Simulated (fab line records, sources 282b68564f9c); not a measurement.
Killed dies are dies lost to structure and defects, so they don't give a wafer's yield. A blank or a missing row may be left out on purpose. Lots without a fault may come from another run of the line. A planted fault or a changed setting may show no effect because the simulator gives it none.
A struck lot beside a sound one | flow rit_cmos | 15 steps out of a route of 202
Sound: wafers L733.1, L733.3, L733.4. Struck: wafers L742.4, L742.5, L742.6. The cause comes at the end.
At each step with rows: each side's tool, then ch and its chambers, then its first start. Under that, the readings that differ: sound wafers | struck wafers | difference of the means | sigmas: that difference in standard deviations of wafers without a fault.
alike: readings whose means differ by less than 2 such deviations, and words and numbers that are the same on both sides. not compared: withheld readings, readings that some wafer has no value for, bounds like >300 that may hide the same value, and numbers for which the record gives no deviation and whose values overlap.
The two part at a step that has a row with sigmas, a row that says differs or no value, or rows on one side only. Numbers that don't overlap but have no deviation are shown without sigmas and don't part them. A reading that every wafer of one side lacks parts them only if that side has two wafers or more.

first, 4 steps without rows for these wafers: RIT_PLDD_SOFTBAKE_02 (time 60 s); RIT_PLDD_EXPOSE_03 (exposes mask M8, target cd 40900 nm); RIT_PLDD_PEB_04; RIT_PLDD_DEVELOP_05 (develop time 50 s).
RIT_PLDD_OVL_MEAS_06:
  sound on overlay-02, day 4 11:41; struck on overlay-02, day 6 07:50
  alike: PLDD_OVL
then, 2 steps without rows for these wafers: RIT_PLDD_HARDBAKE_07 (time 60 s); RIT_PLDD_IMPLANT_08.
RIT_PLDD_STRIP_09: strips in O2, time 180 s.
  sound on plasma_asher-02 ch 0,1, day 4 12:01; struck on plasma_asher-03 ch 0,1, day 6 08:13
  alike: drypump_motor_current_A
  not compared: rf_hours_counter_h
RIT_PLDD_TW_MEAS_10:
  sound on film_metro-03, day 4 12:11; struck on film_metro-03, day 6 08:21
  alike: PLDD_TW
then, 3 steps without rows for these wafers: RIT_SPACER_CLEAN_00 (cleans in SC1, time 600 s); RIT_SPACER_CLEAN_01 (cleans in dHF, time 30 s); RIT_SPACER_CLEAN_02 (cleans in SC2, time 600 s).
RIT_SPACER_CVD_03: deposits Si3N4 from SiH2Cl2/NH3, target thk 250 nm, time 3300 s.
  sound on lpcvd-01 ch 0, day 4 12:38; struck on lpcvd-01 ch 0, day 6 11:12
  alike: spike_tc_load_C
RIT_SPACER_THK_MEAS_04:
  sound on film_metro-01, day 4 14:33; struck on film_metro-01, day 6 13:09
  reading                 | sound             | struck            | difference | sigmas
  SPACER_NITRIDE_THK (nm) | 251.9 251.4 251.2 | 499.8 502.1 502.5 | +250.0     | +99 or more
RIT_SPACER_ETCHBACK_05: etches Si3N4 in SF6/CHF3, stops on SiO2, target depth 250 nm, time 240 s.
  sound on rie_diel-01 ch 0,1,3, day 4 14:37; struck on rie_diel-01 ch 2,3, day 6 13:11
  reading                                  | sound             | struck            | difference | sigmas
  oes_product_au (a.u.)                    | 0.847 0.851 0.855 | 0.992 0.980 0.992 | +0.137     | +12
  model.Si3N4_of_SPACER_CVD_03.thk_nm (nm) | 200 199.9 196.9   | 393 397.7 395.4   | +196       |
  model.etch.depth_nm (nm)                 | 251.8 251.2 251.1 | 309.7 301.4 308.2 | +55.1      |
  alike: drypump_motor_current_A, throttle_valve_pct
  not compared: rf_hours_counter_h

WHERE THEY PART
First at RIT_SPACER_THK_MEAS_04; last, within this record, at RIT_SPACER_ETCHBACK_05.

WHY: what the simulator had put in
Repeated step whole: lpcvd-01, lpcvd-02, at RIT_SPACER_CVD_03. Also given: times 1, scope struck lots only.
